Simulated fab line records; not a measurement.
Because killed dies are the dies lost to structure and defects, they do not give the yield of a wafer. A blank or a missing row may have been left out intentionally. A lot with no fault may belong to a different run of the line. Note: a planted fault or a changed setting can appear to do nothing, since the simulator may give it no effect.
The tool behind it: which one? :: flow berkeley cmos170 :: 39 wafers from 13 lots sampled at 5 of the route's 331 steps

WHAT EACH GAUGE READ, for each wafer
UCB170_NVT_OVL_MEAS_06.
lot: L604
measured: day 5 02:46
on: overlay-01
NVT_OVL (nm): 7 7 8

lot: L606
measured: day 5 13:15
on: overlay-01
NVT_OVL (nm): 0 12 -2

lot: L609
measured: day 6 12:32
on: overlay-02
NVT_OVL (nm): 0 13 4

lot: L610
measured: day 6 12:47
on: overlay-01
NVT_OVL (nm): 8 14 2

lot: L612
measured: day 6 22:14
on: overlay-02
NVT_OVL (nm): -4 -10 -2

lot: L611
measured: day 6 22:20
on: overlay-01
NVT_OVL (nm): 0 7 -1

lot: L613
measured: day 6 22:36
on: overlay-01
NVT_OVL (nm): 3 3 -6

lot: L614
measured: day 7 21:55
on: overlay-01
NVT_OVL (nm): 5 5 8

lot: L615
measured: day 7 22:11
on: overlay-02
NVT_OVL (nm): 5 5 1

lot: L616
measured: day 8 02:04
on: overlay-02
NVT_OVL (nm): -1 0 -2

lot: L618
measured: day 8 13:46
on: overlay-02
NVT_OVL (nm): -14 -6 -2

lot: L619
measured: day 9 02:34
on: overlay-02
NVT_OVL (nm): 4 0 -7

lot: L627
measured: day 10 06:16
on: overlay-01
NVT_OVL (nm): 3 -1 5

UCB170_GATE_CD_MEAS_90: target cd 350 nm.
lot: L604
measured: day 5 17:19
on: cd sem-01
cd nm (nm): 351.0 349.8 350.6

lot: L606
measured: day 6 04:56
on: cd sem-01
cd nm (nm): 350.3 351.6 350.6

lot: L609
measured: day 7 06:40
on: cd sem-01
cd nm (nm): 351.0 351.2 352.4

lot: L610
measured: day 7 06:32
on: cd sem-01
cd nm (nm): 350.3 350.5 351.0

lot: L612
measured: day 7 10:08
on: cd sem-02
cd nm (nm): 349.7 348.9 349.5

lot: L611
measured: day 7 10:24
on: cd sem-01
cd nm (nm): 348.9 349.1 348.4

lot: L613
measured: day 7 18:16
on: cd sem-01
cd nm (nm): 346.0 346.5 346.3

lot: L614
measured: day 8 14:35
on: cd sem-01
cd nm (nm): 348.1 347.3 346.9

lot: L615
measured: day 8 14:20
on: cd sem-02
cd nm (nm): 349.8 349.4 350.5

lot: L616
measured: day 8 21:38
on: cd sem-01
cd nm (nm): 349.2 349.3 348.1

lot: L618
measured: day 9 06:17
on: cd sem-02
cd nm (nm): 349.5 349.3 349.4

lot: L619
measured: day 9 17:23
on: cd sem-02
cd nm (nm): 355.0 351.9 351.5

lot: L627
measured: day 10 22:13
on: cd sem-02
cd nm (nm): 345.5 346.3 346.1

UCB170_CONTACT_CD_MEAS_90: target cd 700 nm.
lot: L604
measured: day 6 14:17
on: cd sem-02
cd nm (nm): 699.1 699.9 700.5

lot: L606
measured: day 7 01:50
on: cd sem-02
cd nm (nm): 701.7 698.6 701.3

lot: L609
measured: day 8 03:31
on: cd sem-01
cd nm (nm): 702.8 701.7 700.8

lot: L610
measured: day 7 23:27
on: cd sem-02
cd nm (nm): 700.3 700.4 700.0

lot: L612
measured: day 8 05:38
on: cd sem-01
cd nm (nm): 699.8 697.4 697.6

lot: L611
measured: day 8 04:05
on: cd sem-01
cd nm (nm): 701.9 702.3 702.5

lot: L613
measured: day 8 16:19
on: cd sem-01
cd nm (nm): 699.8 701.1 701.2

lot: L614
measured: day 9 11:43
on: cd sem-01
cd nm (nm): 700.5 700.3 698.6

lot: L615
measured: day 9 11:08
on: cd sem-01
cd nm (nm): 700.5 700.4 701.5

lot: L616
measured: day 9 18:08
on: cd sem-02
cd nm (nm): 699.6 700.3 699.1

lot: L618
measured: day 10 01:59
on: cd sem-02
cd nm (nm): 699.9 699.9 700.3

lot: L619
measured: day 10 12:47
on: cd sem-02
cd nm (nm): 698.1 698.4 698.4

lot: L627
measured: day 11 22:52
on: cd sem-01
cd nm (nm): 699.0 699.6 698.7

UCB170_V1_OVL_MEAS_13.
lot: L604
measured: day 6 22:25
on: overlay-02
V1_OVL (nm): 1 6 -6

lot: L606
measured: day 7 11:56
on: overlay-01
V1_OVL (nm): 3 4 -7

lot: L609
measured: day 8 10:20
on: overlay-02
V1_OVL (nm): 0 -7 -3

lot: L610
measured: day 8 09:51
on: overlay-02
V1_OVL (nm): 3 3 3

lot: L612
measured: day 8 16:44
on: overlay-02
V1_OVL (nm): 7 6 -3

lot: L611
measured: day 8 10:06
on: overlay-02
V1_OVL (nm): -7 -2 -9

lot: L613
measured: day 9 02:25
on: overlay-01
V1_OVL (nm): 13 9 3

lot: L614
measured: day 9 21:02
on: overlay-02
V1_OVL (nm): 1 2 4

lot: L615
measured: day 9 20:38
on: overlay-02
V1_OVL (nm): -9 -8 2

lot: L616
measured: day 10 00:55
on: overlay-02
V1_OVL (nm): 1 -5 -6

lot: L618
measured: day 10 10:40
on: overlay-02
V1_OVL (nm): 4 1 1

lot: L619
measured: day 10 21:39
on: overlay-01
V1_OVL (nm): 0 8 -1

lot: L627
measured: day 12 08:49
on: overlay-01
V1_OVL (nm): -7 -8 -5

TOOL THAT RAN EACH LOT (tool first, then ch and the chambers of the sampled wafers, then the start)
lot: L604
UCB170_GATE_ETCH_14: rie diel-01 ch 0,1,3, day 5 17:07

lot: L606
UCB170_GATE_ETCH_14: rie diel-04 ch 1,2,3, day 6 04:44

lot: L609
UCB170_GATE_ETCH_14: rie diel-03 ch 0,1, day 7 06:28

lot: L610
UCB170_GATE_ETCH_14: rie diel-04 ch 0,2,3, day 7 06:20

lot: L612
UCB170_GATE_ETCH_14: rie diel-03 ch 0,1, day 7 09:56

lot: L611
UCB170_GATE_ETCH_14: rie diel-01 ch 0,3, day 7 10:10

lot: L613
UCB170_GATE_ETCH_14: rie diel-01 ch 1,2, day 7 18:04

lot: L614
UCB170_GATE_ETCH_14: rie diel-04 ch 0,1,3, day 8 14:22

lot: L615
UCB170_GATE_ETCH_14: rie diel-01 ch 0,2,3, day 8 14:08

lot: L616
UCB170_GATE_ETCH_14: rie diel-04 ch 0,1,3, day 8 21:25

lot: L618
UCB170_GATE_ETCH_14: rie diel-04 ch 2,3, day 9 06:04

lot: L619
UCB170_GATE_ETCH_14: rie diel-01 ch 0,1,3, day 9 17:11

lot: L627
UCB170_GATE_ETCH_14: rie diel-03 ch 1,3, day 10 21:58
- UCB170_GATE_ETCH_14: etches BARC in N2/H2.

WHAT THE TOOLS THEMSELVES READ (means of the sampled wafers that have a number; where no wafer has one, the mark that the record gives instead)
UCB170_GATE_ETCH_14.
lot: L604
tool: rie diel-01
drypump motor current A (A): 5.8
oes product au (a.u.): 0.989
throttle valve pct (%): 13.47

lot: L606
tool: rie diel-04
drypump motor current A (A): 5.7
oes product au (a.u.): 1.015
throttle valve pct (%): 13.40

lot: L609
tool: rie diel-03
drypump motor current A (A): 6.1
oes product au (a.u.): 0.979
throttle valve pct (%): 13.21

lot: L610
tool: rie diel-04
drypump motor current A (A): 5.9
oes product au (a.u.): 1.022
throttle valve pct (%): 13.51

lot: L612
tool: rie diel-03
drypump motor current A (A): 6.2
oes product au (a.u.): 0.987
throttle valve pct (%): 13.20

lot: L611
tool: rie diel-01
drypump motor current A (A): 5.5
oes product au (a.u.): 0.983
throttle valve pct (%): 13.41

lot: L613
tool: rie diel-01
drypump motor current A (A): 6.1
oes product au (a.u.): 0.991
throttle valve pct (%): 13.40

lot: L614
tool: rie diel-04
drypump motor current A (A): 5.6
oes product au (a.u.): 1.009
throttle valve pct (%): 13.41

lot: L615
tool: rie diel-01
drypump motor current A (A): 5.6
oes product au (a.u.): 0.995
throttle valve pct (%): 13.31

lot: L616
tool: rie diel-04
drypump motor current A (A): 5.6
oes product au (a.u.): 1.010
throttle valve pct (%): 13.42

lot: L618
tool: rie diel-04
drypump motor current A (A): 5.7
oes product au (a.u.): 1.007
throttle valve pct (%): 13.43

lot: L619
tool: rie diel-01
drypump motor current A (A): 5.8
oes product au (a.u.): 0.986
throttle valve pct (%): 13.47

lot: L627
tool: rie diel-03
drypump motor current A (A): 5.9
oes product au (a.u.): 0.977
throttle valve pct (%): 13.31

THE ANSWER, worked out from the rows above alone
Rule: usual is defined by the lots themselves. The widest of any qualifying gaps counts: lots, ordered by their means at a reading, are off when they make up no more than a third of the lots, leave a main group of 4 or more, and stand apart from it by 3 or more times the standard deviation of that group's means. The tables above print the reading to a certain number of digits; a main group whose means all agree to those digits is not used. A lot without any number at a reading at which 4 lots or more have one is off too. Any other lot the step has rows for is counted as sound. First the gauges in route order, then the tools' own readings, where a lot's mean is used as printed above. At the first step where some lot is off, the reading lying furthest off is the one used; lots without a number count as furthest.
Across all readings shown, no lot is off: no conclusion can be drawn from this.

WHAT HAD BEEN PUT IN BY THE SIMULATOR
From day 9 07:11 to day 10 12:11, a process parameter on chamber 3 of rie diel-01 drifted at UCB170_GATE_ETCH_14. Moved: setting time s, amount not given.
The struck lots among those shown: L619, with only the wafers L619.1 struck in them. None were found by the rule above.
